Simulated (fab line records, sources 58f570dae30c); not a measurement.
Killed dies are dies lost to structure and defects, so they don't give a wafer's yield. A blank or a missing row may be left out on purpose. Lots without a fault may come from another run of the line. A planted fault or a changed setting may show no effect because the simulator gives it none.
One fault seen from 2 desks | flow berkeley_cmos170 | each desk has only its own numbers; what lay behind them comes last

THE METROLOGY DESK
What the gauges read, lot by lot, whatever tool the lot ran on: means of the sampled wafers that have a number. A lot is out of limits, marked OUT, if its mean lies more than 4 standard deviations from the usual mean; the brackets give that distance.
Columns: A = V1_BOW at UCB170_V1_BOW_MEAS_03, usual 17 um; B = V1_POLISHED_THK at UCB170_V1_THK_MEAS_04, usual 1001.2 nm; C = cd_nm at UCB170_V1_CD_MEAS_12, usual 700.2 nm; D = V1_OVL at UCB170_V1_OVL_MEAS_13, usual -2 nm; E = cd_nm at UCB170_V1_CD_MEAS_90, usual 700.4 nm
lot  | first seen here | A  | B      | C     | D  | E
L403 | day 7 04:22     | 15 | 1001.6 | 699.4 | -3 | 698.9
L411 | day 9 09:53     | 13 | 1000.3 | 702.3 | -2 | 701.8
L417 | day 10 17:25    | 12 | 1002.3 | 698.5 | -6 | 698.4
L418 | day 10 21:47    | 21 | 1000.8 | 699.5 | -4 | 700.2
L425 | day 12 00:22    | 25 | 1002.0 | 700.8 | 0  | 701.0
This desk's finding: nothing out of limits on any of the 5 lots.

THE TOOL OWNER'S DESK: rie_diel-01
The tool's own readings at UCB170_V1_ETCH_14 (etches SiO2 in CHF3/CF4/Ar, stops on Al, target depth 1250 nm, time 291 s): means of the sampled wafers that have a number, for each lot that ran on this tool. A lot is out of limits, marked OUT, if its mean lies more than 4 standard deviations from the usual mean; the brackets give that distance.
Columns: A = drypump_motor_current_A at UCB170_V1_ETCH_14, usual 5.5 A; B = mfc_ar_sccm at UCB170_V1_ETCH_14, usual 150.1 sccm; C = oes_product_au at UCB170_V1_ETCH_14, usual 0.877 a.u.; D = run_length_s at UCB170_V1_ETCH_14, usual 319.3 s; E = throttle_valve_pct at UCB170_V1_ETCH_14, usual 6.97 %
lot  | first seen here | A   | B     | C     | D               | E
L403 | day 7 06:11     | 5.8 | 150.0 | 0.885 | 319.0           | 6.92
L411 | day 9 12:05     | 5.6 | 150.4 | 0.926 | 306.2 (-29) OUT | 6.83
This desk's finding: out of limits on L411; first on L411, day 9 12:05 (run_length_s at UCB170_V1_ETCH_14). In limits: L403.

PUT TOGETHER
The tool owner's desk could have raised an alarm at day 9 12:05, on L411.
The metrology desk saw nothing out of limits.
The metrology desk has L411 on record, within its limits.
Of the lots named, all ran UCB170_V1_ETCH_14 on rie_diel-01.

WHAT THE SIMULATOR HAD PUT IN
Process parameter drift: rie_diel-01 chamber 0, from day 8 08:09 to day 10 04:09, at UCB170_V1_ETCH_14. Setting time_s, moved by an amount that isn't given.
Lots struck among those shown: L411.
Hours from the fault's start to each desk's first reading out of limits: the tool owner's desk, 28.
